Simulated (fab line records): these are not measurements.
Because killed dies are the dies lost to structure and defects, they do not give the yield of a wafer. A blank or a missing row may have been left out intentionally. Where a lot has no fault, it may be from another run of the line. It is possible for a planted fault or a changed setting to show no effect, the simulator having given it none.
Which tool did it? :: flow berkeleyCmos170 :: 13 lots, 39 wafers sampled, at 6 steps of a route of 331

== WHAT EACH GAUGE READ, for each wafer ==
UCB170_M2_CD_MEAS_90: the cd target is 700 nm.
lot: L298
measured: day 9 05:50
on: cdSem-01
cdNm (nm): 700.7 701.1 704.4

lot: L299
measured: day 9 13:26
on: cdSem-01
cdNm (nm): 697.8 698.5 698.1

lot: L300
measured: day 9 17:14
on: cdSem-01
cdNm (nm): 699.6 702.1 699.2

lot: L302
measured: day 9 22:05
on: cdSem-02
cdNm (nm): 702.6 702.0 703.9

lot: L301
measured: day 10 05:25
on: cdSem-02
cdNm (nm): 703.1 701.4 702.7

lot: L305
measured: day 10 15:03
on: cdSem-02
cdNm (nm): 703.0 699.7 699.8

lot: L303
measured: day 10 15:20
on: cdSem-01
cdNm (nm): 705.0 706.5 705.6

lot: L304
measured: day 10 18:28
on: cdSem-02
cdNm (nm): 696.7 698.4 699.7

lot: L308
measured: day 11 04:34
on: cdSem-02
cdNm (nm): 698.3 699.0 697.6

lot: L309
measured: day 11 10:50
on: cdSem-02
cdNm (nm): 701.7 697.1 695.9

lot: L310
measured: day 11 12:12
on: cdSem-02
cdNm (nm): 695.7 696.6 699.4

lot: L314
measured: day 11 15:07
on: cdSem-02
cdNm (nm): 703.0 698.1 700.4

lot: L316
measured: day 12 04:38
on: cdSem-01
cdNm (nm): 703.1 703.7 703.9

UCB170_V2_BOW_MEAS_03.
lot: L298
measured: day 9 06:34
on: filmMetro-03
V2_BOW (um): 45 54 52

lot: L299
measured: day 9 14:05
on: filmMetro-02
V2_BOW (um): 36 35 39

lot: L300
measured: day 9 17:52
on: filmMetro-04
V2_BOW (um): 28 26 29

lot: L302
measured: day 9 22:44
on: filmMetro-02
V2_BOW (um): 21 19 25

lot: L301
measured: day 10 06:04
on: filmMetro-04
V2_BOW (um): 50 33 30

lot: L305
measured: day 10 15:41
on: filmMetro-02
V2_BOW (um): 51 37 28

lot: L303
measured: day 10 16:00
on: filmMetro-04
V2_BOW (um): 30 41 30

lot: L304
measured: day 10 19:18
on: filmMetro-04
V2_BOW (um): 37 36 30

lot: L308
measured: day 11 05:12
on: filmMetro-04
V2_BOW (um): 36 38 29

lot: L309
measured: day 11 11:28
on: filmMetro-03
V2_BOW (um): 30 36 36

lot: L310
measured: day 11 12:50
on: filmMetro-03
V2_BOW (um): 30 42 46

lot: L314
measured: day 11 15:46
on: filmMetro-02
V2_BOW (um): 37 34 40

lot: L316
measured: day 12 05:17
on: filmMetro-04
V2_BOW (um): 56 34 48

UCB170_M3_RS_MEAS_02: a four-point-probe measurement.
lot: L298
measured: day 9 09:52
on: filmMetro-03
M3_AL_RS (ohm/sq): 0.0325 0.0321 0.0324

lot: L299
measured: day 9 18:39
on: filmMetro-02
M3_AL_RS (ohm/sq): 0.0321 0.0321 0.0320

lot: L300
measured: day 9 21:50
on: filmMetro-03
M3_AL_RS (ohm/sq): 0.0331 0.0328 0.0328

lot: L302
measured: day 10 00:45
on: filmMetro-02
M3_AL_RS (ohm/sq): 0.0321 0.0319 0.0320

lot: L301
measured: day 10 08:21
on: filmMetro-02
M3_AL_RS (ohm/sq): 0.0325 0.0325 0.0324

lot: L305
measured: day 10 19:10
on: filmMetro-01
M3_AL_RS (ohm/sq): 0.0325 0.0324 0.0326

lot: L303
measured: day 10 19:16
on: filmMetro-03
M3_AL_RS (ohm/sq): 0.0321 0.0320 0.0319

lot: L304
measured: day 10 22:19
on: filmMetro-02
M3_AL_RS (ohm/sq): 0.0319 0.0318 0.0318

lot: L308
measured: day 11 07:06
on: filmMetro-01
M3_AL_RS (ohm/sq): 0.0319 0.0322 0.0321

lot: L309
measured: day 11 14:13
on: filmMetro-03
M3_AL_RS (ohm/sq): 0.0316 0.0320 0.0319

lot: L310
measured: day 11 15:02
on: filmMetro-03
M3_AL_RS (ohm/sq): 0.0326 0.0329 0.0334

lot: L314
measured: day 11 17:59
on: filmMetro-02
M3_AL_RS (ohm/sq): 0.0320 0.0321 0.0324

lot: L316
measured: day 12 07:19
on: filmMetro-03
M3_AL_RS (ohm/sq): 0.0326 0.0354 0.0323

UCB170_M3_THK_MEAS_03: measures by xrf.
lot: L298
measured: day 9 09:58
on: filmMetro-03
M3_AL_THK (nm): 882 893 889

lot: L299
measured: day 9 18:46
on: filmMetro-02
M3_AL_THK (nm): 890 892 891

lot: L300
measured: day 9 21:57
on: filmMetro-03
M3_AL_THK (nm): 870 874 876

lot: L302
measured: day 10 00:50
on: filmMetro-02
M3_AL_THK (nm): 894 907 897

lot: L301
measured: day 10 08:28
on: filmMetro-02
M3_AL_THK (nm): 886 886 887

lot: L305
measured: day 10 19:17
on: filmMetro-01
M3_AL_THK (nm): 889 893 882

lot: L303
measured: day 10 19:22
on: filmMetro-03
M3_AL_THK (nm): 895 894 898

lot: L304
measured: day 10 22:24
on: filmMetro-02
M3_AL_THK (nm): 907 904 908

lot: L308
measured: day 11 07:13
on: filmMetro-01
M3_AL_THK (nm): 897 890 893

lot: L309
measured: day 11 14:20
on: filmMetro-03
M3_AL_THK (nm): 912 898 904

lot: L310
measured: day 11 15:08
on: filmMetro-03
M3_AL_THK (nm): 885 878 860

lot: L314
measured: day 11 18:05
on: filmMetro-02
M3_AL_THK (nm): 897 895 886

lot: L316
measured: day 12 07:25
on: filmMetro-03
M3_AL_THK (nm): 882 812 888

UCB170_M3_OVL_MEAS_16.
lot: L298
measured: day 9 12:34
on: overlay-02
M3_OVL (nm): -10 -9 -5

lot: L299
measured: day 9 22:11
on: overlay-02
M3_OVL (nm): 1 7 8

lot: L300
measured: day 9 23:47
on: overlay-02
M3_OVL (nm): 5 11 1

lot: L302
measured: day 10 05:16
on: overlay-01
M3_OVL (nm): 9 8 10

lot: L301
measured: day 10 10:21
on: overlay-01
M3_OVL (nm): 9 8 11

lot: L305
measured: day 10 21:22
on: overlay-01
M3_OVL (nm): 0 -9 -5

lot: L303
measured: day 10 21:57
on: overlay-01
M3_OVL (nm): -2 -4 3

lot: L304
measured: day 11 02:02
on: overlay-02
M3_OVL (nm): 1 8 2

lot: L308
measured: day 11 09:09
on: overlay-02
M3_OVL (nm): -14 -12 -5

lot: L309
measured: day 11 16:28
on: overlay-01
M3_OVL (nm): -12 1 -13

lot: L310
measured: day 11 17:29
on: overlay-02
M3_OVL (nm): 0 -1 0

lot: L314
measured: day 11 21:32
on: overlay-01
M3_OVL (nm): -6 -8 -1

lot: L316
measured: day 12 09:34
on: overlay-01
M3_OVL (nm): -9 -9 -3

== EACH LOT AND THE TOOL THAT RAN IT (in order: tool; ch and the chambers of the sampled wafers; start) ==
lot: L298
UCB170_M3_SPUTTER_01: pvdSputter-03, day 9 09:44

lot: L299
UCB170_M3_SPUTTER_01: pvdSputter-03, day 9 18:33

lot: L300
UCB170_M3_SPUTTER_01: pvdSputter-04, day 9 21:43

lot: L302
UCB170_M3_SPUTTER_01: pvdSputter-03, day 10 00:39

lot: L301
UCB170_M3_SPUTTER_01: pvdSputter-04, day 10 08:16

lot: L305
UCB170_M3_SPUTTER_01: pvdSputter-02, day 10 19:05

lot: L303
UCB170_M3_SPUTTER_01: pvdSputter-03, day 10 19:08

lot: L304
UCB170_M3_SPUTTER_01: pvdSputter-02, day 10 22:10

lot: L308
UCB170_M3_SPUTTER_01: pvdSputter-04, day 11 06:59

lot: L309
UCB170_M3_SPUTTER_01: pvdSputter-03, day 11 14:08

lot: L310
UCB170_M3_SPUTTER_01: pvdSputter-02, day 11 14:56

lot: L314
UCB170_M3_SPUTTER_01: pvdSputter-03, day 11 17:52

lot: L316
UCB170_M3_SPUTTER_01: pvdSputter-03, day 12 07:12
- UCB170_M3_SPUTTER_01: material Al, target thk 900 nm, time 120 s.

== WHAT THE TOOLS THEMSELVES READ (means of the sampled wafers that have a number; where no wafer has one, the mark that the record gives instead) ==
UCB170_M3_SPUTTER_01.
lot: L298
tool: pvdSputter-03
throttleValvePct (%): 30.8

lot: L299
tool: pvdSputter-03
throttleValvePct (%): 30.2

lot: L300
tool: pvdSputter-04
throttleValvePct (%): 29.8

lot: L302
tool: pvdSputter-03
throttleValvePct (%): 30.7

lot: L301
tool: pvdSputter-04
throttleValvePct (%): 29.6

lot: L305
tool: pvdSputter-02
throttleValvePct (%): 29.7

lot: L303
tool: pvdSputter-03
throttleValvePct (%): 30.4

lot: L304
tool: pvdSputter-02
throttleValvePct (%): 29.5

lot: L308
tool: pvdSputter-04
throttleValvePct (%): 29.5

lot: L309
tool: pvdSputter-03
throttleValvePct (%): 30.9

lot: L310
tool: pvdSputter-02
throttleValvePct (%): 29.8

lot: L314
tool: pvdSputter-03
throttleValvePct (%): 30.8

lot: L316
tool: pvdSputter-03
throttleValvePct (%): 30.6

== THE ANSWER, worked out from the rows above alone ==
Rule: what is usual is taken from the lots themselves. Put in order of their means at a reading, lots are off if they are a third of the lots or fewer, leave a main group of 4 or more, and stand apart from it by a gap of 3 or more times the standard deviation of the main group's means; of several such gaps the widest counts. If all means in a main group match to the digits the tables above print for the reading, that group is not used. A lot without any number at a reading at which 4 lots or more have one is off too. All remaining lots with rows at the step are treated as sound. Order of review: gauges by route order, followed by the tools' own readings, for which a lot's mean as printed above is used. The first step at which some lot is off is used, and at that step the reading that is off furthest; a lot without a number counts as furthest.
Across all readings shown, no lot is off: no conclusion can be drawn from this.

== WHAT THE SIMULATOR HAD PUT IN ==
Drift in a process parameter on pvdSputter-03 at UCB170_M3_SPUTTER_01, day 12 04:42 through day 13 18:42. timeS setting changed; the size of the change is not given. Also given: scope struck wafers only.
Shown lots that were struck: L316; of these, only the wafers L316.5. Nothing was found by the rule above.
